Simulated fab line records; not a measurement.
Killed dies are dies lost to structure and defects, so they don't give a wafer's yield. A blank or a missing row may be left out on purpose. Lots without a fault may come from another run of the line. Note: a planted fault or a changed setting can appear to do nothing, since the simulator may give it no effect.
Problem report, 8D (eight disciplines) form, completed by code	flow rit-cmos	the parts of the form that need people (team, actions taken, sign-off) are left out

1. THE ISSUE
Mean PLDD_OVL at RIT_PLDD_OVL_MEAS_06: -150.8 nm over 6 wafers in 2 lots; fault-free wafers: -1.3 nm, standard deviation 1.4. That is -99 or more standard deviations from the usual mean.
First seen on wafer L569.2, day 5 01:14, on overlay-01. The record holds 42 wafers of 14 lots with a number at this step. Rule for "out" (also "out of limits"): further than 4 standard deviations from the usual mean. The rest of the wafers with a number are treated as sound.

2. WHAT THIS IS AND IS NOT
question	is	is not
which readings at this step	PLDD_OVL	-
which lots	L569, L572	L558, L559, L560, L561, L563, L566, L567, L568, L575, L577, L578, L581
which wafers of those lots	all that have a number	-
read on which gauges	overlay-01, overlay-02	-
when	from day 5 01:14	up to then (24 sound wafers); but 12 sound wafers of L575, L577, L578, L581 came after

3. WHAT RULES OUT EACH SUSPECT
Counting: any tool at a process step up to the reading is kept as a suspect provided that every lot that is out went through it and no sound lot did after the first of them.
- the gauge at RIT_PLDD_OVL_MEAS_06 has been ruled out. The wafers that are out were read on 2 gauges (overlay-01, overlay-02).
- iline-stepper-01 at RIT_PLDD_EXPOSE_03 (exposes mask M8, target cd 40900 nm): kept. All lots that are out passed through it, beginning with L569 at day 5 00:52, and no sound lot followed; its final sound lot before that point was L563 at day 3 21:23.
The count leaves iline-stepper-01 at RIT_PLDD_EXPOSE_03.

4. THE CAUSE (what the simulator had put in)
Scanner matching overlay: iline-stepper-01, from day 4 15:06 on, at RIT_PLDD_EXPOSE_03. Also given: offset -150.
This tool alone remained once counting was done.

5. THE CHAIN OF EFFECTS, in route order
Each row: a reading where the mean over the struck wafers with a number is more than 3 standard deviations away from the usual. Scope: only readings with a usual standard deviation given in the record; hours: median across lots of the time from each lot's start at the first step in this table that gives one to its start at this step; sigmas: change in usual standard deviations.
hours	step	reading	usual	on struck wafers	change	sigmas
0	RIT_PLDD_OVL_MEAS_06	PLDD_OVL	-1.3 nm	-150.8	-149.5	-99 or more
At these later measuring or inspecting steps, every struck wafer for which the step has a row has a number for every such reading, and none has moved that far: RIT_PLDD_TW_MEAS_10.

6. HOW IT WOULD HAVE BEEN CAUGHT EARLIER
In this record the first reading out of limits at a measuring or inspecting step was taken at day 5 01:14, 10 hours after the fault began at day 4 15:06.
Tool readings at RIT_PLDD_EXPOSE_03 with a usual standard deviation given in the record: none out on any struck wafer, hence no alarm at a limit of 4 standard deviations on them.
Of the lots that are out (2), L572 began RIT_PLDD_EXPOSE_03 on iline-stepper-01 after day 5 01:14. Holding the tool at that time would have saved it.
